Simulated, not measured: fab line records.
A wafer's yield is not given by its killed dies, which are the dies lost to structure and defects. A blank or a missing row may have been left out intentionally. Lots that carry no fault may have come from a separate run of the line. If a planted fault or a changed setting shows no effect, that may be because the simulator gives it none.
fab line records	flow rit_cmos
record: lots: 6	wafers: 16	last_day: 7
route steps=202 shown CONTACT@172 M1@184
lots that met no fault: taken from a fault-free run of the same line
start_h: hours from the record's opening day to when the first of the lot's shown wafers began	wait_h: how many hours have passed since the lot's step before this one	" same as the row above	L1.1+2: a row that stands for several wafers	- no value, or no start given	* or withheld: withheld	< > ~ a bound
route shown NAME@n: NAME is a module with steps in the file, n the number in the route of the first one	usual: mean/standard deviation of fault-free wafers	same: alike in all rows	chamber/n: place in a boat	sites: the reading at each site	_std_site: how widely they spread, as a standard deviation	_edge_site: inner sites' mean taken away from outer sites' mean	radius_mm: for every site, how far away it sits from the centre of the wafer	mask NAME#n: copy n	behind: the most recent tool/chamber to have shaped the wafer	hold: the reason the lot was held/the length of the hold in hours/how it ended	device: the transistor (n, p or np) that didn't switch	end of line: at the end of the route, the tests of the same wafers	where a step has no rows: the recipe by itself	killed: at the first sort, the dies lost to defects and structure; wafer yield is something else	map: a wafer's dies, x killed, . not, _ none there
set.NAME: the setting the step ran with; set.NAME@STEP: the setting that earlier step ran with	model.NAME: the simulator's own value behind a step, which no gauge read
lots at some steps of the route; a table a step, a row a wafer
services: a tool's chamber out of use, with start hour (start_h, from the record's first day; less than 0 if before it), hours out, and reason
== steps ==
step: RIT_CONTACT_SOFTBAKE_04
recipe: resist: NOVOLAK	temp_c: 90	time_s: 60
step: RIT_CONTACT_EXPOSE_05
recipe: mask_id: M11	na: 0.6	source_shape: conventional	sigma_outer: 0.5	target_cd_nm: 1000	dose_mj: 250
step: RIT_CONTACT_PEB_06
recipe: resist: NOVOLAK	temp_c: withheld	time_s: withheld
step: RIT_CONTACT_DEVELOP_07
recipe: resist: NOVOLAK	develop_time_s: 120	dev_temp_c: 23
step: RIT_CONTACT_CD_MEAS_08
recipe: target_cd_nm: 1000
usual: cd_nm: 1000.0/2.9
lot.wafer	tool	chamber	start_h	wait_h	cd_nm
L863.3	cd_sem-01	-	57.84	-	999.1
L863.4	"	-	"	"	998.4
L863.6	"	-	"	"	998.6
L873.6	cd_sem-01	-	103.05	-	1000.2
L875.1	cd_sem-01	-	111.76	-	996.7
L875.2	"	-	"	"	1001.8
L875.6	"	-	"	"	998.0
L880.4	cd_sem-02	-	136.79	-	1000.7
L880.5	"	-	"	"	996.5
L880.6	"	-	"	"	999.8
L882.3	cd_sem-02	-	146.95	-	999.3
L882.4	"	-	"	"	1001.5
L882.6	"	-	"	"	1000.7
L886.3	cd_sem-01	-	166.93	-	1001.3
L886.5	"	-	"	"	1003.4
L886.6	"	-	"	"	1001.7
step: RIT_CONTACT_OVL_MEAS_09
usual: CONTACT_OVL: -0.5/1.7
lot.wafer	tool	chamber	start_h	wait_h	CONTACT_OVL[nm]
L863.3	overlay-01	-	57.93	0.1	1.5
L863.4	"	-	"	"	0.0
L863.6	"	-	"	"	1.2
L873.6	overlay-02	-	103.10	0.0	-0.8
L875.1	overlay-02	-	111.88	0.1	-0.6
L875.2	"	-	"	"	-0.4
L875.6	"	-	"	"	0.1
L880.4	overlay-02	-	136.86	0.1	0.5
L880.5	"	-	"	"	0.6
L880.6	"	-	"	"	1.5
L882.3	overlay-02	-	147.04	0.1	-2.4
L882.4	"	-	"	"	-2.6
L882.6	"	-	"	"	-4.3
L886.3	overlay-01	-	167.02	0.1	-1.7
L886.5	"	-	"	"	-2.0
L886.6	"	-	"	"	-3.2
step: RIT_CONTACT_HARDBAKE_10
recipe: resist: NOVOLAK	temp_c: 140	time_s: 60
step: RIT_CONTACT_ETCH_11
recipe: target_depth_a: 4800	over_etch_frac: 0.2	stop_on: TiSi2	chemistry: CHF3/CF4/Ar	target: SiO2	CHF3_flow_sccm: 50	cf4_flow_sccm: 10	Ar_flow_sccm: 100	O2_flow_sccm: 5	pressure_mtorr: 100	rf_w: 200	time_s: 320
usual: O2_flow_sccm: 5.000/0.014	drypump_motor_current_A: 5.6/0.67	oes_product_au: 0.990/0.014	throttle_valve_pct: 8.88/0.12
lot.wafer	tool	chamber	start_h	wait_h	O2_flow_sccm	drypump_motor_current_A	oes_product_au	rf_hours_counter_h	throttle_valve_pct
L863.3	rie_diel-01	1	58.11	0.1	4.984	6.6	1.000	5	8.99
L863.4	"	0	"	"	4.990	5.1	0.992	-	8.76
L863.6	"	2	"	"	4.995	5.2	0.985	-	8.96
L873.6	rie_diel-01	3	103.36	0.1	5.006	6.6	0.992	-	8.83
L875.1	rie_diel-03	3	112.07	0.1	4.997	5.1	0.985	44	8.91
L875.2	"	0	"	"	5.009	5.8	1.009	2	8.94
L875.6	"	3	"	"	5.004	5.1	0.983	-	8.92
L880.4	rie_diel-01	3	137.13	0.1	5.003	6.6	0.981	-	8.83
L880.5	"	1	"	"	5.018	6.6	0.988	-	8.98
L880.6	"	0	"	"	4.999	5.0	0.983	-	8.78
L882.3	rie_diel-03	2	147.22	0.1	5.005	4.7	0.978	111	8.85
L882.4	"	3	"	"	5.014	5.1	0.984	45	8.91
L882.6	"	0	"	"	4.998	5.8	1.002	-	8.93
L886.3	rie_diel-03	0	167.20	0.1	4.995	5.8	1.002	3	8.93
L886.5	"	3	"	"	5.002	5.1	0.984	-	8.91
L886.6	"	0	"	"	4.999	5.8	1.013	-	8.92
step: RIT_CONTACT_STRIP_12
recipe: chemistry: O2	time_s: 180	resist: NOVOLAK	platen_temp_c: withheld	power_w: 500	pressure_mtorr: 4000	o2_flow_sccm: 4000
usual: drypump_motor_current_A: 5.5/0.39
lot.wafer	tool	chamber	start_h	wait_h	drypump_motor_current_A	rf_hours_counter_h
L863.3	plasma_asher-01	1	58.36	0.2	6.2	-
L863.4	"	0	"	"	5.5	-
L863.6	"	0	"	"	5.5	-
L873.6	plasma_asher-01	0	103.57	0.1	5.5	-
L875.1	plasma_asher-03	0	112.26	0.1	5.4	49
L875.2	"	1	"	"	5.1	49
L875.6	"	1	"	"	5.1	-
L880.4	plasma_asher-01	0	137.28	0.1	5.6	-
L880.5	"	0	"	"	5.5	-
L880.6	"	1	"	"	6.2	-
L882.3	plasma_asher-01	1	147.47	0.2	6.2	-
L882.4	"	0	"	"	5.5	-
L882.6	"	0	"	"	5.5	-
L886.3	plasma_asher-03	1	167.45	0.2	5.1	-
L886.5	"	1	"	"	5.1	-
L886.6	"	0	"	"	5.4	-
step: RIT_CONTACT_CD_MEAS_90
recipe: target_cd_nm: 1000
usual: cd_nm: 999.9/3
lot.wafer	tool	chamber	start_h	wait_h	cd_nm
L863.3	cd_sem-02	-	58.51	0.1	999.4
L863.4	"	-	"	"	998.1
L863.6	"	-	"	"	998.5
L873.6	cd_sem-02	-	103.73	0.1	1000.5
L875.1	cd_sem-02	-	112.44	0.1	996.0
L875.2	"	-	"	"	1001.8
L875.6	"	-	"	"	997.8
L880.4	cd_sem-02	-	137.46	0.1	1000.3
L880.5	"	-	"	"	996.4
L880.6	"	-	"	"	1000.0
L882.3	cd_sem-01	-	147.63	0.1	999.1
L882.4	"	-	"	"	1001.8
L882.6	"	-	"	"	1000.8
L886.3	cd_sem-02	-	167.61	0.1	1001.8
L886.5	"	-	"	"	1003.5
L886.6	"	-	"	"	1001.9
step: RIT_CONTACT_CLEAN_13
recipe: chemistry: SC1	mix: 3:3:50	time_s: 600	temp_c: 75
step: RIT_CONTACT_CLEAN_14
recipe: chemistry: SC2	mix: 3:3:50	time_s: 600	temp_c: 75	dry: n2_spin
step: RIT_M1_SPUTTER_00
recipe: material: Al	target_thk_nm: 400	power_w: 2000	chamber_pressure_pa: 0.4	gas: Ar	time_s: 500	substrate_temp_c: 25
usual: cathode_dc_power_W: 2000.0/0.36	substrate_temp_c: 25.00/0.1	throttle_valve_pct: 30.2/0.69
lot.wafer	tool	chamber	start_h	wait_h	cathode_dc_power_W	substrate_temp_c	throttle_valve_pct	model.Al_of_M1_SPUTTER_00.thk_nm
L863.3	pvd_sputter-02	-	59.01	0.0	1999.8	25.03	30.2	402.9
L863.4	"	-	"	"	2000.0	25.08	30.0	400.9
L863.6	"	-	"	"	2000.4	24.92	29.6	402.8
L873.6	pvd_sputter-02	-	104.60	0.1	892.9	25.05	29.9	180.8
L875.1	pvd_sputter-02	-	112.94	0.0	894.2	24.84	29.5	178.4
L875.2	"	-	"	"	1999.4	24.88	30.2	398.9
L875.6	"	-	"	"	1999.8	25.03	31.1	395.5
L880.4	pvd_sputter-03	-	137.89	0.0	1999.8	25.14	30.4	401.2
L880.5	"	-	"	"	1999.4	24.98	31.6	401.9
L880.6	"	-	"	"	1999.4	24.89	30.0	403.6
L882.3	pvd_sputter-03	-	148.07	0.0	2000.2	25.05	29.6	400.1
L882.4	"	-	"	"	2000.1	24.79	30.4	403.8
L882.6	"	-	"	"	1999.9	24.93	30.3	402
L886.3	pvd_sputter-03	-	168.05	0.0	1999.4	25.21	30.0	396
L886.5	"	-	"	"	1999.6	25.04	31.3	393
L886.6	"	-	"	"	1999.8	24.95	30.1	403.2
step: RIT_M1_RS_MEAS_01
recipe: thk_meas_gauge: four-point-probe	reads: Al_of_M1_SPUTTER_00
usual: M1_AL_RS: 0.0734/0.00096
lot.wafer	tool	chamber	start_h	wait_h	hold	M1_AL_RS[ohm/sq]
L863.3	film_metro-03	-	59.35	0.2	-	0.0729
L863.4	"	-	"	"	-	0.0731
L863.6	"	-	"	"	-	0.0728
L873.6	film_metro-01	-	104.84	0.1	await_dispo/0.2h/release	0.1687
L873.6	film_metro-01	-	105.13	0.3	-	0.1690
L875.1	film_metro-01	-	113.23	0.1	await_dispo/0.2h/release	0.1712
L875.2	"	-	"	"	await_dispo/0.2h/release	0.0737
L875.6	"	-	"	"	await_dispo/0.2h/release	0.0744
L875.1	film_metro-01	-	113.52	0.3	-	0.1717
L875.2	"	-	"	"	-	0.0738
L875.6	"	-	"	"	-	0.0743
L880.4	film_metro-04	-	138.24	0.2	-	0.0731
L880.5	"	-	"	"	-	0.0730
L880.6	"	-	"	"	-	0.0727
L882.3	film_metro-03	-	148.41	0.2	-	0.0734
L882.4	"	-	"	"	-	0.0726
L882.6	"	-	"	"	-	0.0730
L886.3	film_metro-01	-	168.39	0.2	-	0.0741
L886.5	"	-	"	"	-	0.0747
L886.6	"	-	"	"	-	0.0727
step: RIT_M1_THK_MEAS_02
recipe: thk_meas_gauge: xrf	reads: Al_of_M1_SPUTTER_00
usual: M1_AL_THK: 400/5.5
lot.wafer	tool	chamber	start_h	wait_h	hold	M1_AL_THK[nm]
L863.3	film_metro-03	-	59.45	0.1	-	405
L863.4	"	-	"	"	-	403
L863.6	"	-	"	"	-	405
L873.6	film_metro-01	-	110.66	5.5	await_dispo/0.2h/release	180
L873.6	film_metro-01	-	110.88	0.2	-	181
L875.1	film_metro-01	-	118.11	4.6	await_dispo/0.2h/release	178
L875.2	"	-	"	"	await_dispo/0.2h/release	399
L875.6	"	-	"	"	await_dispo/0.2h/release	396
L875.1	film_metro-01	-	118.34	0.2	-	179
L875.2	"	-	"	"	-	400
L875.6	"	-	"	"	-	395
L880.4	film_metro-04	-	138.33	0.1	-	400
L880.5	"	-	"	"	-	402
L880.6	"	-	"	"	-	404
L882.3	film_metro-03	-	148.51	0.1	-	402
L882.4	"	-	"	"	-	405
L882.6	"	-	"	"	-	404
L886.3	film_metro-01	-	168.49	0.1	-	394
L886.5	"	-	"	"	-	391
L886.6	"	-	"	"	-	403
step: RIT_M1_COAT_04
recipe: resist: NOVOLAK	spin_rpm: 2000	resist_thk_nm: 1300
step: RIT_M1_SOFTBAKE_05
recipe: resist: NOVOLAK	temp_c: 90	time_s: 60
step: RIT_M1_EXPOSE_06
recipe: mask_id: M12	na: 0.6	source_shape: conventional	sigma_outer: 0.5	target_cd_nm: 2600	dose_mj: 250
step: RIT_M1_PEB_07
recipe: resist: NOVOLAK	temp_c: withheld	time_s: withheld
step: RIT_M1_DEVELOP_08
recipe: resist: NOVOLAK	develop_time_s: 68	dev_temp_c: 23
step: RIT_M1_CD_MEAS_09
recipe: target_cd_nm: 2600
usual: cd_nm: 2600.2/2.2
lot.wafer	tool	chamber	start_h	wait_h	cd_nm
L863.3	cd_sem-02	-	60.41	-	2600.1
L863.4	"	-	"	"	2603.5
L863.6	"	-	"	"	2601.4
L873.6	cd_sem-01	-	114.78	-	2599.4
L875.1	cd_sem-01	-	121.26	-	2597.1
L875.2	"	-	"	"	2597.7
L875.6	"	-	"	"	2598.4
L880.4	cd_sem-02	-	139.30	-	2597.1
L880.5	"	-	"	"	2599.5
L880.6	"	-	"	"	2597.1
L882.3	cd_sem-01	-	149.68	-	2600.7
L882.4	"	-	"	"	2601.3
L882.6	"	-	"	"	2599.7
L886.3	cd_sem-01	-	169.45	-	2600.4
L886.5	"	-	"	"	2600.5
L886.6	"	-	"	"	2599.9
step: RIT_M1_OVL_MEAS_10
usual: M1_OVL: -1.7/1.3
lot.wafer	tool	chamber	start_h	wait_h	M1_OVL[nm]
L863.3	overlay-02	-	60.51	0.1	-1.9
L863.4	"	-	"	"	-0.9
L863.6	"	-	"	"	-1.2
L873.6	overlay-01	-	114.83	0.0	-2.9
L875.1	overlay-02	-	121.38	0.1	0.2
L875.2	"	-	"	"	0.3
L875.6	"	-	"	"	-0.7
L880.4	overlay-02	-	139.38	0.1	-3.0
L880.5	"	-	"	"	-3.4
L880.6	"	-	"	"	-3.3
L882.3	overlay-01	-	149.77	0.1	-4.1
L882.4	"	-	"	"	-2.8
L882.6	"	-	"	"	-2.0
L886.3	overlay-01	-	169.54	0.1	-2.3
L886.5	"	-	"	"	-2.5
L886.6	"	-	"	"	-0.4
step: RIT_M1_HARDBAKE_11
recipe: resist: NOVOLAK	temp_c: 140	time_s: 120
step: RIT_M1_METAL_ETCH_12
recipe: stop_on: SiO2	chemistry: Cl2/BCl3	target: Al	time_s: 165	over_etch_frac: 0.5	pressure_mtorr: 100	target_depth_a: 6000	rf_w: 250	Cl2_flow_sccm: 60	bcl3_flow_sccm: 50
usual: drypump_motor_current_A: 6.0/0.52	oes_product_au: 0.776/0.0082	throttle_valve_pct: 8.30/0.083
lot.wafer	tool	chamber	start_h	wait_h	drypump_motor_current_A	oes_product_au	rf_hours_counter_h	throttle_valve_pct
L863.3	rie_metal-02	0	60.83	0.2	5.7	0.776	-	8.26
L863.4	"	1	"	"	6.7	0.777	-	8.38
L863.6	"	0	"	"	5.7	0.775	-	8.26
L873.6	rie_metal-01	0	115.19	0.1	5.3	0.532	-	8.44
L875.1	rie_metal-02	1	121.66	0.2	6.7	0.529	38	8.43
L875.2	"	0	"	"	5.8	0.772	38	8.27
L875.6	"	0	"	"	5.7	0.759	-	8.25
L880.4	rie_metal-03	1	139.70	0.1	5.6	0.779	-	8.23
L880.5	"	0	"	"	5.9	0.778	-	8.32
L880.6	"	1	"	"	5.6	0.785	-	8.23
L882.3	rie_metal-03	1	150.12	0.2	5.6	0.785	-	8.22
L882.4	"	0	"	"	5.9	0.785	-	8.32
L882.6	"	1	"	"	5.6	0.781	-	8.21
L886.3	rie_metal-01	1	169.87	0.2	6.6	0.784	-	8.19
L886.5	"	1	"	"	6.6	0.773	-	8.17
L886.6	"	0	"	"	5.3	0.773	-	8.41
step: RIT_M1_STRIP_13
recipe: chemistry: nmp	resist: NOVOLAK	temp_c: 80	time_s: 600	dry: n2_spin
step: RIT_M1_PROBE_99
usual: defect_limited_yield: 97.5/1.2	killed_at_contacts: 0.1/0.31	killed_at_front_end: 7/3.1	killed_dies: 7/3.1	killed_open: 3.3/1.9	killed_short: 3.3/2	sort_bin_3_pad_short: 0.1/0.21	sort_bin_5_function: 1.5/0.88	sort_bin_6_memory: 0.9/0.64	sort_n_pass: 257/3.1	sort_yield_pct: 97.5/1.2
same: gross_dies: 264	killed_at_M0_to_M3: 0	killed_at_M4_up: 0	killed_at_back_side: 0	killed_at_other: 0
lot.wafer	tool	chamber	start_h	wait_h	hold	defect_limited_yield[%]	killed_at_contacts	killed_at_front_end	killed_dies	killed_open	killed_short	sort_bin_3_pad_short[%]	sort_bin_5_function[%]	sort_bin_6_memory[%]	sort_n_pass	sort_yield_pct[%]
L863.3	prober-01	-	63.15	0.2	-	97.3	2	5	7	3	2	0	1.9	0.8	257	97.3
L863.4	prober-01	-	63.20	0.2	-	97.3	2	5	7	3	3	0	1.5	1.1	257	97.3
L863.6	prober-01	-	63.30	0.2	-	97.0	0	8	8	3	5	0.4	1.5	1.1	256	97.0
L875.1	prober-01	-	125.67	1.6	await_dispo/1.5h/release	96.6	0	9	9	5	4	0	3.0	0.4	255	96.6
L875.2	prober-01	-	125.72	1.6	await_dispo/1.5h/release	97.0	0	8	8	4	4	0	1.9	1.1	256	97.0
L875.6	prober-01	-	125.92	1.7	await_dispo/1.5h/release	97.7	0	6	6	3	3	0.4	1.1	0.8	258	97.7
L880.4	prober-01	-	142.07	0.2	-	97.7	0	6	6	1	4	0.4	1.1	0.8	258	97.7
L880.5	prober-01	-	142.12	0.2	-	98.5	0	4	4	2	2	0	0	1.5	260	98.5
L880.6	prober-01	-	142.17	0.2	-	97.3	0	7	7	3	4	0	1.1	1.5	257	97.3
L882.3	prober-01	-	153.54	0.2	-	98.1	0	5	5	2	3	0.4	0.8	0.8	259	98.1
L882.4	prober-01	-	153.59	0.2	-	97.0	0	8	8	6	2	0.4	1.1	1.5	256	97.0
L882.6	prober-01	-	153.69	0.2	-	94.7	0	14	14	6	8	0.4	3.0	1.9	250	94.7
L886.3	prober-01	-	172.17	0.2	-	96.6	0	9	9	7	2	0	1.5	1.9	255	96.6
L886.5	prober-01	-	172.27	0.2	-	97.0	0	8	8	3	5	0	1.5	1.5	256	97.0
L886.6	prober-01	-	172.32	0.2	-	97.3	0	7	7	3	4	0.4	0.4	1.9	257	97.3
killed by level:class
L863.3 GATE:geometric_particle:short=2 CONTACT:coat_microbubble_printed=2 FOX2:geometric_particle:open=1 GATE:geometric_particle:open=1 SILICIDE:geometric_particle:open=1
L863.4 FOX1:geometric_particle:open=2 FOX1:geometric_particle:short=1 GATE:geometric_particle:open=1 REOX:geometric_particle:short=1 CONTACT:geometric_particle:short=1 CONTACT:coat_microbubble_printed=1
L863.6 GATE:geometric_particle:short=2 FOX1:geometric_particle:open=1 FOX1:geometric_particle:short=1 GATE:geometric_particle:open=1 SPACER:geometric_particle:short=1 SILICIDE:geometric_particle:open=1 SILICIDE:geometric_particle:short=1
L875.1 FOX1:geometric_particle:open=2 REOX:geometric_particle:open=2 SILICIDE:geometric_particle:short=2 FOX1:geometric_particle:short=1 GATE:geometric_particle:short=1 GATE:geometric_particle:open=1
L875.2 SILICIDE:geometric_particle:short=3 GATE:geometric_particle:open=2 REOX:geometric_particle:short=1 REOX:geometric_particle:open=1 SILICIDE:geometric_particle:open=1
L875.6 GATE:geometric_particle:open=2 GATE:geometric_particle:short=2 FOX2:geometric_particle:open=1 SILICIDE:geometric_particle:short=1
L880.4 GATE:geometric_particle:short=2 FOX2:geometric_particle:short=1 GATE:geometric_particle:open=1 SILICIDE:geometric_particle:short=1 NLDD:coat_microbubble_printed=1
L880.5 GATE:geometric_particle:short=1 GATE:geometric_particle:open=1 REOX:geometric_particle:open=1 SPACER:geometric_particle:short=1
L880.6 SILICIDE:geometric_particle:short=2 FOX1:geometric_particle:open=1 FOX1:geometric_particle:short=1 GATE:geometric_particle:short=1 SPACER:geometric_particle:open=1 SILICIDE:geometric_particle:open=1
L882.3 FOX1:geometric_particle:open=1 FOX1:geometric_particle:short=1 FOX2:geometric_particle:short=1 GATE:geometric_particle:short=1 SPACER:geometric_particle:open=1
L882.4 GATE:geometric_particle:open=3 FOX1:geometric_particle:open=1 FOX2:geometric_particle:short=1 FOX2:geometric_particle:open=1 REOX:geometric_particle:short=1 SILICIDE:geometric_particle:open=1
L882.6 FOX1:geometric_particle:open=3 REOX:geometric_particle:short=3 FOX2:geometric_particle:short=2 GATE:geometric_particle:short=2 FOX1:geometric_particle:short=1 FOX2:geometric_particle:open=1 REOX:geometric_particle:open=1 SILICIDE:geometric_particle:open=1
L886.3 SPACER:geometric_particle:open=3 SILICIDE:geometric_particle:open=2 GATE:geometric_particle:open=1 REOX:geometric_particle:open=1 SPACER:geometric_particle:short=1 SILICIDE:geometric_particle:short=1
L886.5 SPACER:geometric_particle:short=3 FOX2:geometric_particle:open=1 GATE:geometric_particle:open=1 GATE:geometric_particle:short=1 REOX:geometric_particle:short=1 SPACER:geometric_particle:open=1
L886.6 SILICIDE:geometric_particle:open=2 GATE:geometric_particle:short=1 REOX:geometric_particle:short=1 SPACER:geometric_particle:open=1 SPACER:geometric_particle:short=1 SILICIDE:geometric_particle:short=1
== services ==
tool	chamber	start_h	hours	kind
plasma_asher-01	-	48.14	0.6	repair
rie_diel-01	3	50.59	8.4	repair
rie_diel-01	3	59.00	-	clean
rie_diel-01	3	59.00	19.1	scheduled_down
rie_diel-01	3	59.00	19.1	vent_cycle
pvd_sputter-03	-	94.38	10.6	repair
plasma_asher-01	-	108.75	9.0	pm
plasma_asher-01	0	108.75	9.0	vent_cycle
plasma_asher-01	1	108.75	9.0	vent_cycle
plasma_asher-01	-	111.80	4.2	repair
rie_metal-03	1	113.15	4.3	repair
plasma_asher-01	0	117.75	-	clean
plasma_asher-01	1	117.75	-	clean
rie_diel-01	2	134.59	16.3	repair
rie_metal-02	-	136.12	20.0	pm
rie_metal-02	0	136.12	20.0	vent_cycle
rie_metal-02	1	136.12	20.0	vent_cycle
rie_metal-02	0	156.12	-	clean
rie_metal-02	1	156.12	-	clean
== key ==
first_sign: step: RIT_M1_SPUTTER_00	reading: cathode_dc_power_W	direction: down	sigmas: 99+	usual: 2000.0	struck: 893.5
effect: step: RIT_M1_RS_MEAS_01	reading: visit	direction: added
effect: step: RIT_M1_RS_MEAS_01	reading: M1_AL_RS	direction: up	sigmas: 99+	usual: 0.0734	struck: 0.1699
effect: step: RIT_M1_THK_MEAS_02	reading: visit	direction: added
effect: step: RIT_M1_THK_MEAS_02	reading: M1_AL_THK	direction: down	sigmas: 40	usual: 400	struck: 179
effect: step: RIT_M1_METAL_ETCH_12	reading: oes_product_au	direction: down	sigmas: 30	usual: 0.776	struck: 0.530
model_effect: step: RIT_M1_SPUTTER_00	value: Al_of_M1_SPUTTER_00.thk_nm	without: 400.9	struck: 179.6
met_at RIT_M1_SPUTTER_00
struck_wafers L873.6,L875.1
rows_end L873.6
fault: kind: process_parameter_drift	tool: pvd_sputter-02	chamber: -	onset_h: 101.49	steps: RIT_M1_SPUTTER_00	channel: power_w	offset: -1106.3	shape: step	end_h: 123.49	stated: 2000	scope: struck_wafers_only
rows_end: these wafers met a further fault down the route, and their rows from its step on are left out
